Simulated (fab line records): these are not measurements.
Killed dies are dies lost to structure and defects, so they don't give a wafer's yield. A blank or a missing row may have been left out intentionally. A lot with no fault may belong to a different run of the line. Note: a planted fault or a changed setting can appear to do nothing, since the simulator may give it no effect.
Which tool did it? | flow berkeley_cmos170 | 14 lots, 42 wafers sampled, at 3 steps of a route of 331

== WHAT THE GAUGES READ, wafer by wafer ==
UCB170_NSD_OVL_MEAS_07.
lot  | measured     | on         | NSD_OVL (nm)
L983 | day 8 16:31  | overlay-01 | -10 6 -3
L985 | day 9 05:17  | overlay-02 | 6 8 6
L987 | day 9 14:41  | overlay-01 | -4 -1 -4
L986 | day 9 14:55  | overlay-01 | 3 -7 4
L988 | day 9 15:10  | overlay-02 | 13 -2 6
L992 | day 10 08:49 | overlay-01 | -2 -14 1
L990 | day 10 08:05 | overlay-02 | 0 2 8
L993 | day 10 09:20 | overlay-02 | -1 -2 0
L997 | day 11 12:07 | overlay-02 | -5 -10 -5
L996 | day 11 12:11 | overlay-01 | -3 -8 -8
L998 | day 11 12:54 | overlay-01 | 12 8 11
L100 | day 11 12:58 | overlay-02 | 0 5 -3
L999 | day 11 13:14 | overlay-01 | -1 -5 -8
L106 | day 12 22:28 | overlay-02 | 17 8 15

UCB170_CONTACT_CD_MEAS_15: the cd target is 700 nm.
lot  | measured     | on        | cd_nm (nm)
L983 | day 9 00:56  | cd_sem-02 | 700.4 699.7 699.6
L985 | day 9 12:35  | cd_sem-02 | 698.7 698.1 698.8
L987 | day 10 01:13 | cd_sem-01 | 699.1 700.3 699.1
L986 | day 10 01:12 | cd_sem-02 | 698.6 699.8 699.4
L988 | day 10 01:26 | cd_sem-02 | 698.5 699.1 698.2
L992 | day 10 16:05 | cd_sem-02 | 699.2 698.5 699.8
L990 | day 10 15:23 | cd_sem-01 | 701.8 703.0 702.5
L993 | day 10 18:28 | cd_sem-01 | 698.7 697.7 697.9
L997 | day 11 19:22 | cd_sem-02 | 700.6 700.8 701.3
L996 | day 11 20:26 | cd_sem-01 | 700.0 701.1 701.7
L998 | day 11 20:11 | cd_sem-02 | 700.8 701.2 700.1
L100 | day 11 22:38 | cd_sem-02 | 700.3 700.1 700.0
L999 | day 11 22:23 | cd_sem-02 | 701.1 700.7 700.8
L106 | day 13 05:25 | cd_sem-02 | 699.7 698.9 698.0

== WHICH TOOL RAN EACH LOT (tool, then ch and the chambers of the sampled wafers, then the start) ==
lot  | UCB170_PLDD_STRIP_10
L983 | plasma_asher-01 ch 0,1, day 8 01:56
L985 | plasma_asher-03 ch 0, day 8 14:11
L987 | plasma_asher-04 ch 1, day 9 01:52
L986 | plasma_asher-01 ch 0,1, day 9 02:08
L988 | plasma_asher-03 ch 0,1, day 9 02:14
L992 | plasma_asher-01 ch 0,1, day 9 18:32
L990 | plasma_asher-03 ch 1, day 9 19:13
L993 | plasma_asher-01 ch 0,1, day 9 20:41
L997 | plasma_asher-04 ch 0,1, day 10 22:28
L996 | plasma_asher-03 ch 0,1, day 10 22:43
L998 | plasma_asher-04 ch 0,1, day 10 22:50
L100 | plasma_asher-01 ch 0,1, day 10 22:59
L999 | plasma_asher-03 ch 0,1, day 10 23:07
L106 | plasma_asher-04 ch 0,1, day 12 10:36
- UCB170_PLDD_STRIP_10: strips in O2.

== WHAT THE TOOLS THEMSELVES READ (means of the sampled wafers that have a number; where no wafer has one, the mark that the record gives instead) ==
UCB170_PLDD_STRIP_10.
lot  | tool            | drypump_motor_current_A (A) | oes_product_au (a.u.) | strip_time_to_endpoint_s (s)
L983 | plasma_asher-01 | 5.1                         | 0.734                 | 21.59
L985 | plasma_asher-03 | 5.2                         | 0.737                 | 21.58
L987 | plasma_asher-04 | 5.4                         | 0.738                 | 21.61
L986 | plasma_asher-01 | 5.1                         | 0.733                 | 21.61
L988 | plasma_asher-03 | 5.6                         | 0.734                 | 21.62
L992 | plasma_asher-01 | 5.2                         | 0.736                 | 21.60
L990 | plasma_asher-03 | 6.5                         | 0.733                 | 21.54
L993 | plasma_asher-01 | 5.1                         | 0.732                 | 21.62
L997 | plasma_asher-04 | 5.6                         | 0.736                 | 21.63
L996 | plasma_asher-03 | 5.6                         | 0.732                 | 21.65
L998 | plasma_asher-04 | 5.9                         | 0.738                 | 21.64
L100 | plasma_asher-01 | 5.2                         | 0.737                 | 21.67
L999 | plasma_asher-03 | 5.6                         | 0.733                 | 21.55
L106 | plasma_asher-04 | 5.6                         | 0.739                 | 21.73

== THE ANSWER, worked out from the rows above alone ==
Rule: what is usual is taken from the lots themselves. Put in order of their means at a reading, lots are off if they are a third of the lots or fewer, leave a main group of 4 or more, and stand apart from it by a gap of 3 or more times the standard deviation of the main group's means; of several such gaps the widest counts. A main group is skipped when, at the precision printed for the reading in the tables above, its means are all equal. Also off: a lot with no number at a reading for which 4 or more lots have one. Where the step has rows for the other lots, those lots are counted as sound. First the gauges in route order, then the tools' own readings, where a lot's mean is used as printed above. The first step at which some lot is off is used, and at that step the reading that is off furthest; a lot without a number counts as furthest.
Across all readings shown, no lot is off: no conclusion can be drawn from this.

== WHAT THE SIMULATOR HAD INSERTED ==
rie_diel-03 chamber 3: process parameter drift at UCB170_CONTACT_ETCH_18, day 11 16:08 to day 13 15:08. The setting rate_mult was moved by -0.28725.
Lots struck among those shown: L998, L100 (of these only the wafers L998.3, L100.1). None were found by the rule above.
